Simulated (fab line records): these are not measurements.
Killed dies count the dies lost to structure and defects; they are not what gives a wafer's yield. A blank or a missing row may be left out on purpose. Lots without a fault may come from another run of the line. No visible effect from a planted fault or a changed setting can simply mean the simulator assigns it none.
Which tool was responsible?    flow berkeley cmos170    7 lots (21 wafers sampled), 1 step of a 331-step route

## WHAT THE GAUGES READ, wafer by wafer
UCB170_START_BOW_MEAS_00.
lot   measured     on             INCOMING_BOW (um)
L190  day 1 15:01  film metro-03  15 -1 -3
L192  day 2 01:01  film metro-03  0 6 2
L195  day 2 16:00  film metro-02  -5 -6 4
L202  day 4 03:00  film metro-02  -3 -7 5
L205  day 4 18:00  film metro-03  2 2 -7
L207  day 5 04:02  film metro-01  20 3 5
L211  day 6 00:00  film metro-01  3 7 -15

## WHAT TOOL EACH LOT RAN ON (gives the tool, then ch and the chambers of the sampled wafers, and finally the start)
Before these readings, the record contains no process step.

## THE ANSWER, worked out from the rows above alone
Rule: usual is defined by the lots themselves. The widest of any qualifying gaps counts: lots, ordered by their means at a reading, are off when they make up no more than a third of the lots, leave a main group of 4 or more, and stand apart from it by 3 or more times the standard deviation of that group's means. If all means in a main group match to the digits the tables above print for the reading, that group is not used. Also off: a lot with no number at a reading for which 4 or more lots have one. Where the step has rows for the other lots, those lots are counted as sound.
Across all readings shown, no lot is off: no conclusion can be drawn from this.

## WHAT THE SIMULATOR HAD INSERTED
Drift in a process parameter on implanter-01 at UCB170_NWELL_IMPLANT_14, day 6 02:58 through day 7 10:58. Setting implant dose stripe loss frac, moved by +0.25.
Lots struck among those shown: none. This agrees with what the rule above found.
